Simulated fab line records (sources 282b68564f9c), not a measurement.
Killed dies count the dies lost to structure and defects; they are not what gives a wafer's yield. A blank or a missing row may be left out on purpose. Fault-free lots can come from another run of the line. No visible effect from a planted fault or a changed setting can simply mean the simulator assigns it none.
Tool commonality check    flow rit_cmos    14 lots, 42 wafers sampled

## REASON FOR OPENING
Of 14 lots, 2 have the reading FOX1_OXIDE_THK flagged at RIT_FOX1_THK_MEAS_01. Fault-free wafers read 348 nm, with a standard deviation of 6.1.
Rule: a lot is flagged when every wafer of it that has a number lies more than 4 standard deviations from that mean, or none has a number. All remaining lots are regarded as sound.

lot   measured     on             FOX1_OXIDE_THK (nm), wafer by wafer  flag
L869  day 1 17:45  film_metro-04  348 352 345                          
L870  day 1 23:44  film_metro-04  355 355 357                          
L871  day 2 05:40  film_metro-03  346 347 342                          
L872  day 2 11:36  film_metro-03  352 354 353                          
L873  day 2 19:56  film_metro-04  341 347 342                          
L874  day 2 19:57  film_metro-01  340 348 346                          
L875  day 3 02:56  film_metro-01  345 347 348                          
L880  day 4 00:18  film_metro-04  338 343 344                          
L881  day 4 06:17  film_metro-03  347 342 339                          
L882  day 4 10:53  film_metro-03  385 385 383                          FLAGGED
L885  day 5 02:02  film_metro-04  332 340 343                          
L887  day 5 11:37  film_metro-03  396 393 388                          FLAGGED
L889  day 5 21:47  film_metro-01  357 356 351                          
L890  day 6 01:56  film_metro-04  352 346 346                          
The numbers of the flagged lots are 388 nm on average: +40 nm against the usual, or +7 standard deviations.

## WHICH TOOL RAN EACH LOT
The record keeps 1 process step preceding the reading, out of 202 steps on the route. Each cell gives the tool, then ch followed by the chambers the sampled wafers passed through, then the start.
lot   flag     RIT_FOX1_OXIDATION_00
L869           furnace-01 ch 0, day 1 16:26
L870           furnace-01 ch 0, day 1 22:25
L871           furnace-01 ch 0, day 2 04:21
L872           furnace-04 ch 0, day 2 10:16
L873           furnace-02 ch 0, day 2 18:37
L874           furnace-02 ch 0, day 2 18:37
L875           furnace-01 ch 0, day 3 01:38
L880           furnace-01 ch 0, day 3 22:58
L881           furnace-04 ch 0, day 4 04:58
L882  FLAGGED  furnace-01 ch 0, day 4 09:35
L885           furnace-02 ch 0, day 5 00:43
L887  FLAGGED  furnace-01 ch 0, day 5 10:18
L889           furnace-04 ch 0, day 5 20:28
L890           furnace-02 ch 0, day 6 00:38
What is done by these steps:
- RIT_FOX1_OXIDATION_00: target thk 350.7 nm, ox time 1130 s.
- RIT_FOX1_THK_MEAS_01

## FLAGGED AGAINST TOTAL, ONE TOOL AT A TIME (gauges that did the reading follow at the end)
step                   tool           lots run  flagged  share of the flagged lots  sound lots run after its first flagged lot
RIT_FOX1_OXIDATION_00  furnace-01     7         2        all                        0
RIT_FOX1_OXIDATION_00  furnace-02     4         0        none                       -
RIT_FOX1_OXIDATION_00  furnace-04     3         0        none                       -
RIT_FOX1_THK_MEAS_01   film_metro-01  3         0        none                       -
RIT_FOX1_THK_MEAS_01   film_metro-03  5         2        all                        0
RIT_FOX1_THK_MEAS_01   film_metro-04  6         0        none                       -

## WHAT IS ALLOWED BY THE TABLE
furnace-01 at RIT_FOX1_OXIDATION_00 and film_metro-03 at RIT_FOX1_THK_MEAS_01 are the 2 rows of the table that ran each flagged lot.
- furnace-01 at RIT_FOX1_OXIDATION_00 ran 7 lots, 2 of them flagged. Its last sound lot is L880 (day 3 22:58), its first flagged lot L882 (day 4 09:35): a fault that began between those two fits.
- film_metro-03 at RIT_FOX1_THK_MEAS_01 ran 5 lots, 2 of them flagged. Its last sound lot is L881 (day 4 06:17), its first flagged lot L882 (day 4 10:53): a fault that began between those two fits.
These 2 tools cannot be told apart by counting lots, since each of them fits a fault that started at some hour. More lots, or a look at what each step does to the wafer, might.

## WHAT WAS PUT IN BY THE SIMULATOR
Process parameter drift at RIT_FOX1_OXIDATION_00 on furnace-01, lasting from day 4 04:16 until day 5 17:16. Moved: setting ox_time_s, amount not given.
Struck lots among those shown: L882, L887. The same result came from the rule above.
